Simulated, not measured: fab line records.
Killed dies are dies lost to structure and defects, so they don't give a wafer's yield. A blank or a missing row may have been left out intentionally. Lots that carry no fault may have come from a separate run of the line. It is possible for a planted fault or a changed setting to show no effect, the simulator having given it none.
Which of the tools did it? :: flow rit cmos :: 45 wafers from 15 lots sampled at 4 of the route's 202 steps

== WHAT THE GAUGES READ, wafer by wafer ==
RIT_GATE_THK_MEAS_09. Usual: GATE_POLY_THK typically reads 249.8 nm, with standard deviation 1.9.
lot: L839
measured: day 2 11:32
on: film metro-03
GATE_POLY_THK (nm): 251.0 250.6 249.3
flag: 

lot: L840
measured: day 2 17:44
on: film metro-01
GATE_POLY_THK (nm): 250.4 249.5 249.8
flag: 

lot: L841
measured: day 2 22:43
on: film metro-01
GATE_POLY_THK (nm): 247.3 248.4 251.0
flag: 

lot: L842
measured: day 3 03:57
on: film metro-03
GATE_POLY_THK (nm): 250.2 250.7 251.1
flag: 

lot: L845
measured: day 3 17:04
on: film metro-01
GATE_POLY_THK (nm): 249.0 249.1 248.4
flag: 

lot: L847
measured: day 4 04:23
on: film metro-01
GATE_POLY_THK (nm): 247.0 243.7 248.4
flag: 

lot: L852
measured: day 5 09:38
on: film metro-03
GATE_POLY_THK (nm): 252.0 249.4 250.4
flag: 

lot: L853
measured: day 5 11:37
on: film metro-01
GATE_POLY_THK (nm): 249.8 249.7 250.7
flag: 

lot: L854
measured: day 5 15:34
on: film metro-02
GATE_POLY_THK (nm): 254.1 254.2 251.9
flag: 

lot: L857
measured: day 6 05:36
on: film metro-03
GATE_POLY_THK (nm): 252.3 250.3 251.8
flag: 

lot: L858
measured: day 6 11:24
on: film metro-03
GATE_POLY_THK (nm): 249.8 247.0 248.4
flag: 

lot: L859
measured: day 6 15:04
on: film metro-01
GATE_POLY_THK (nm): 251.2 249.5 248.8
flag: 

lot: L860
measured: day 6 22:31
on: film metro-03
GATE_POLY_THK (nm): 248.4 247.3 246.6
flag: 

lot: L861
measured: day 7 01:12
on: film metro-02
GATE_POLY_THK (nm): 249.0 248.0 251.0
flag: 

lot: L862
measured: day 7 07:18
on: film metro-01
GATE_POLY_THK (nm): 252.0 252.1 252.3
flag: 

RIT_SDANNEAL_RS_MEAS_07: uses a four-point probe to measure. Usual: NLDD_RS typically reads 151.8 ohm/sq, with standard deviation 0.49.
lot: L839
measured: day 3 01:49
on: film metro-02
NLDD_RS (ohm/sq): 151.8 152.5 152.2
flag: 

lot: L840
measured: day 3 07:53
on: film metro-04
NLDD_RS (ohm/sq): 152.5 152.3 152.3
flag: 

lot: L841
measured: day 3 13:14
on: film metro-04
NLDD_RS (ohm/sq): 152.3 152.1 152.4
flag: 

lot: L842
measured: day 3 18:01
on: film metro-02
NLDD_RS (ohm/sq): 151.2 151.3 152.1
flag: 

lot: L845
measured: day 4 07:41
on: film metro-02
NLDD_RS (ohm/sq): 152.0 151.2 151.0
flag: 

lot: L847
measured: day 4 18:19
on: film metro-02
NLDD_RS (ohm/sq): 152.5 152.3 152.3
flag: 

lot: L852
measured: day 6 02:40
on: film metro-01
NLDD_RS (ohm/sq): 151.7 151.6 151.9
flag: 

lot: L853
measured: day 6 02:02
on: film metro-01
NLDD_RS (ohm/sq): 151.2 151.2 151.1
flag: 

lot: L854
measured: day 6 05:38
on: film metro-01
NLDD_RS (ohm/sq): 151.6 151.7 152.0
flag: 

lot: L857
measured: day 6 19:54
on: film metro-01
NLDD_RS (ohm/sq): 151.3 151.2 150.8
flag: 

lot: L858
measured: day 7 02:14
on: film metro-02
NLDD_RS (ohm/sq): 151.6 151.6 151.4
flag: 

lot: L859
measured: day 7 05:15
on: film metro-02
NLDD_RS (ohm/sq): 152.8 152.4 152.4
flag: 

lot: L860
measured: day 7 12:25
on: film metro-02
NLDD_RS (ohm/sq): 151.5 151.1 151.3
flag: 

lot: L861
measured: day 7 15:35
on: film metro-04
NLDD_RS (ohm/sq): 151.2 151.9 151.8
flag: 

lot: L862
measured: day 7 21:24
on: film metro-04
NLDD_RS (ohm/sq): 151.6 151.6 151.3
flag: 

RIT_CONTACT_THK_MEAS_01. Usual: CONTACT_TEOS_THK typically reads 400 nm, with standard deviation 4.6.
lot: L839
measured: day 3 02:29
on: film metro-04
CONTACT_TEOS_THK (nm): 395 401 403
flag: 

lot: L840
measured: day 3 08:35
on: film metro-02
CONTACT_TEOS_THK (nm): 391 406 399
flag: 

lot: L841
measured: day 3 13:55
on: film metro-04
CONTACT_TEOS_THK (nm): 396 410 403
flag: 

lot: L842
measured: day 3 18:43
on: film metro-03
CONTACT_TEOS_THK (nm): 399 396 408
flag: 

lot: L845
measured: day 4 08:22
on: film metro-02
CONTACT_TEOS_THK (nm): 388 391 400
flag: 

lot: L847
measured: day 4 18:59
on: film metro-02
CONTACT_TEOS_THK (nm): 391 398 400
flag: 

lot: L852
measured: day 6 03:22
on: film metro-02
CONTACT_TEOS_THK (nm): 400 399 405
flag: 

lot: L853
measured: day 6 02:41
on: film metro-02
CONTACT_TEOS_THK (nm): 405 405 401
flag: 

lot: L854
measured: day 6 06:19
on: film metro-03
CONTACT_TEOS_THK (nm): 395 395 397
flag: 

lot: L857
measured: day 6 20:35
on: film metro-04
CONTACT_TEOS_THK (nm): 393 394 401
flag: 

lot: L858
measured: day 7 02:56
on: film metro-03
CONTACT_TEOS_THK (nm): 400 405 410
flag: 

lot: L859
measured: day 7 05:56
on: film metro-03
CONTACT_TEOS_THK (nm): 393 396 398
flag: 

lot: L860
measured: day 7 13:06
on: film metro-03
CONTACT_TEOS_THK (nm): 390 397 399
flag: 

lot: L861
measured: day 7 16:17
on: film metro-04
CONTACT_TEOS_THK (nm): 399 397 405
flag: 

lot: L862
measured: day 7 22:04
on: film metro-03
CONTACT_TEOS_THK (nm): 399 399 402
flag: 

== EACH LOT AND THE TOOL THAT RAN IT (in order: tool; ch and the chambers of the sampled wafers; start) ==
lot: L839
RIT_ACTIVE_PEB_09: litho track-04 ch 0, day 1 14:26

lot: L840
RIT_ACTIVE_PEB_09: litho track-01 ch 0, day 1 19:10

lot: L841
RIT_ACTIVE_PEB_09: litho track-01 ch 0, day 2 01:56

lot: L842
RIT_ACTIVE_PEB_09: litho track-01 ch 0, day 2 05:59

lot: L845
RIT_ACTIVE_PEB_09: litho track-01 ch 0, day 2 20:19

lot: L847
RIT_ACTIVE_PEB_09: litho track-02 ch 0, day 3 06:22

lot: L852
RIT_ACTIVE_PEB_09: litho track-04, day 4 07:19

lot: L853
RIT_ACTIVE_PEB_09: litho track-02, day 4 12:31

lot: L854
RIT_ACTIVE_PEB_09: litho track-02, day 4 17:17

lot: L857
RIT_ACTIVE_PEB_09: litho track-04 ch 0, day 5 08:49

lot: L858
RIT_ACTIVE_PEB_09: litho track-04 ch 0, day 5 13:17

lot: L859
RIT_ACTIVE_PEB_09: litho track-01 ch 0, day 5 18:11

lot: L860
RIT_ACTIVE_PEB_09: litho track-01 ch 0, day 5 23:46

lot: L861
RIT_ACTIVE_PEB_09: litho track-02 ch 0, day 6 04:14

lot: L862
RIT_ACTIVE_PEB_09: litho track-04 ch 0, day 6 09:14
- RIT_ACTIVE_PEB_09

== AS READ BY THE TOOLS THEMSELVES (means over the sampled wafers that have a number; for cases with no such wafer, the mark the record gives instead) ==
RIT_ACTIVE_PEB_09. Usual: exhaust pa 45.1 Pa, standard deviation 0.93.
lot: L839
tool: litho track-04
exhaust pa (Pa): 44.5
flag: 

lot: L840
tool: litho track-01
exhaust pa (Pa): 46.2
flag: 

lot: L841
tool: litho track-01
exhaust pa (Pa): 44.7
flag: 

lot: L842
tool: litho track-01
exhaust pa (Pa): 45.4
flag: 

lot: L845
tool: litho track-01
exhaust pa (Pa): 46.1
flag: 

lot: L847
tool: litho track-02
exhaust pa (Pa): 44.3
flag: 

lot: L852
tool: litho track-04
exhaust pa (Pa): -
flag: OFF

lot: L853
tool: litho track-02
exhaust pa (Pa): -
flag: OFF

lot: L854
tool: litho track-02
exhaust pa (Pa): -
flag: OFF

lot: L857
tool: litho track-04
exhaust pa (Pa): 46.3
flag: 

lot: L858
tool: litho track-04
exhaust pa (Pa): 44.7
flag: 

lot: L859
tool: litho track-01
exhaust pa (Pa): 45.2
flag: 

lot: L860
tool: litho track-01
exhaust pa (Pa): 45.8
flag: 

lot: L861
tool: litho track-02
exhaust pa (Pa): 44.8
flag: 

lot: L862
tool: litho track-04
exhaust pa (Pa): 44.0
flag: 

== THE ANSWER, worked out from the rows above alone ==
Rule: a lot is off if the mean of its wafers that have a number lies more than 3 standard deviations from the usual mean. A lot without any number at a reading at which 4 lots or more have one is off too. Where the step has rows for the other lots, those lots are counted as sound. First the gauges in route order, then the tools' own readings, where a lot's mean is used as printed above. The first step at which some lot is off is used, and at that step the reading that is off furthest; a lot without a number counts as furthest.
Off: L852, L853, L854, at RIT_ACTIVE_PEB_09 (exhaust pa). Without a number there: L852, L853, L854.
If a tool, at that step or one of the process steps before it, ran each lot that is off and ran no sound lot following the first of them, it fits. None of those tried fits.

== WHAT HAD BEEN PUT IN BY THE SIMULATOR ==
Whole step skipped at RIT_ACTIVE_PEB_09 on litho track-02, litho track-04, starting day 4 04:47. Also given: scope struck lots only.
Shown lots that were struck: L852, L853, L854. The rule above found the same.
